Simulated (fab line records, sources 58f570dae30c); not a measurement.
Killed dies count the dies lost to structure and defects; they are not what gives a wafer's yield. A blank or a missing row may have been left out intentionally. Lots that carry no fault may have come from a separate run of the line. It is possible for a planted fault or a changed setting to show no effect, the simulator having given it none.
Tool commonality check	flow berkeley-cmos170	Sampled: 14 lots, 48 wafers

## WHY THIS WAS OPENED
2 of 14 lots carry a flag on the reading PWELL_TW at UCB170_PWELL_TW_MEAS_17. Fault-free wafers read 379, with a standard deviation of 3.4.
Rule: flag the lot when none of its wafers has a number, or when each of its wafers that has one lies beyond 4 standard deviations from that mean. The other lots count as sound.

lot	measured	on	PWELL_TW, wafer by wafer	flag
L228	day 3 02:11	film-metro-04	372 375 374	
L229	day 3 09:21	film-metro-01	383 382 381	
L234	day 4 08:30	film-metro-04	375 374 374	
L233	day 4 09:13	film-metro-04	373 371 374	
L232	day 4 11:31	film-metro-04	355 355 355 353 354 353	FLAGGED
L235	day 4 12:19	film-metro-01	361 359 359 362 361 361	FLAGGED
L241	day 5 11:18	film-metro-01	382 383 381	
L242	day 5 19:17	film-metro-04	381 379 379	
L244	day 6 06:19	film-metro-02	379 378 378	
L243	day 6 06:36	film-metro-04	379 377 378	
L249	day 7 04:52	film-metro-02	381 379 378	
L247	day 7 04:54	film-metro-04	377 375 376	
L250	day 7 14:02	film-metro-02	382 382 379	
L251	day 7 16:11	film-metro-04	374 377 376	
Average over the flagged lots: 357; offset from the usual -22, equal to -6 standard deviations.

## EACH LOT AND THE TOOL IT RAN ON
The record keeps 1 process step preceding the reading, out of 331 steps on the route. Every cell lists first the tool, next ch and the chambers used by the sampled wafers, and last the start.
lot	flag	UCB170_PWELL_IMPLANT_15
L228		implanter-04 ch 0, day 3 01:58
L229		implanter-01 ch 0, day 3 09:08
L234		implanter-04 ch 0, day 4 08:18
L233		implanter-03 ch 0, day 4 08:58
L232	FLAGGED	implanter-03 ch 0, day 4 11:17
L235	FLAGGED	implanter-03 ch 0, day 4 12:05
L241		implanter-01 ch 0, day 5 11:04
L242		implanter-04 ch 0, day 5 19:04
L244		implanter-01 ch 0, day 6 06:04
L243		implanter-04 ch 0, day 6 06:23
L249		implanter-04 ch 0, day 7 04:37
L247		implanter-01 ch 0, day 7 04:40
L250		implanter-04 ch 0, day 7 13:49
L251		implanter-01 ch 0, day 7 15:58
What the steps here do:
- UCB170_PWELL_IMPLANT_15
- UCB170_PWELL_TW_MEAS_17

## FLAGGED AGAINST TOTAL, ONE TOOL AT A TIME (gauges that did the reading follow at the end)
step	tool	lots run	flagged	share of the flagged lots	sound lots run after its first flagged lot
UCB170_PWELL_IMPLANT_15	implanter-01	5	0	none	-
UCB170_PWELL_IMPLANT_15	implanter-03	3	2	all	0
UCB170_PWELL_IMPLANT_15	implanter-04	6	0	none	-
UCB170_PWELL_TW_MEAS_17	film-metro-01	3	1	some	1 (L241)
UCB170_PWELL_TW_MEAS_17	film-metro-02	3	0	none	-
UCB170_PWELL_TW_MEAS_17	film-metro-04	8	1	some	4 (L242,L243,L247,L251)

## WHAT THE TABLE ALLOWS
1 row of the table ran every flagged lot: implanter-03 at UCB170_PWELL_IMPLANT_15.
- implanter-03 at UCB170_PWELL_IMPLANT_15 ran 3 lots, 2 of them flagged. It ran its last sound lot, L233, at day 4 08:58 and its first flagged lot, L232, at day 4 11:17: a fault with its onset between the two fits. Its own readings (dose-ions-cm2, faraday-current-uA) fall more than 4 standard deviations out on all wafers of the flagged lots.
One tool is left: implanter-03 at UCB170_PWELL_IMPLANT_15.

## WHAT THE SIMULATOR HAD PUT IN
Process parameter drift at UCB170_PWELL_IMPLANT_15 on implanter-03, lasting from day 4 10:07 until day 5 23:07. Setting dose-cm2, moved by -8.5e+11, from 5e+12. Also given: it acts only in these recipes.
Shown lots that were struck: L232, L235. The rule above found the same.
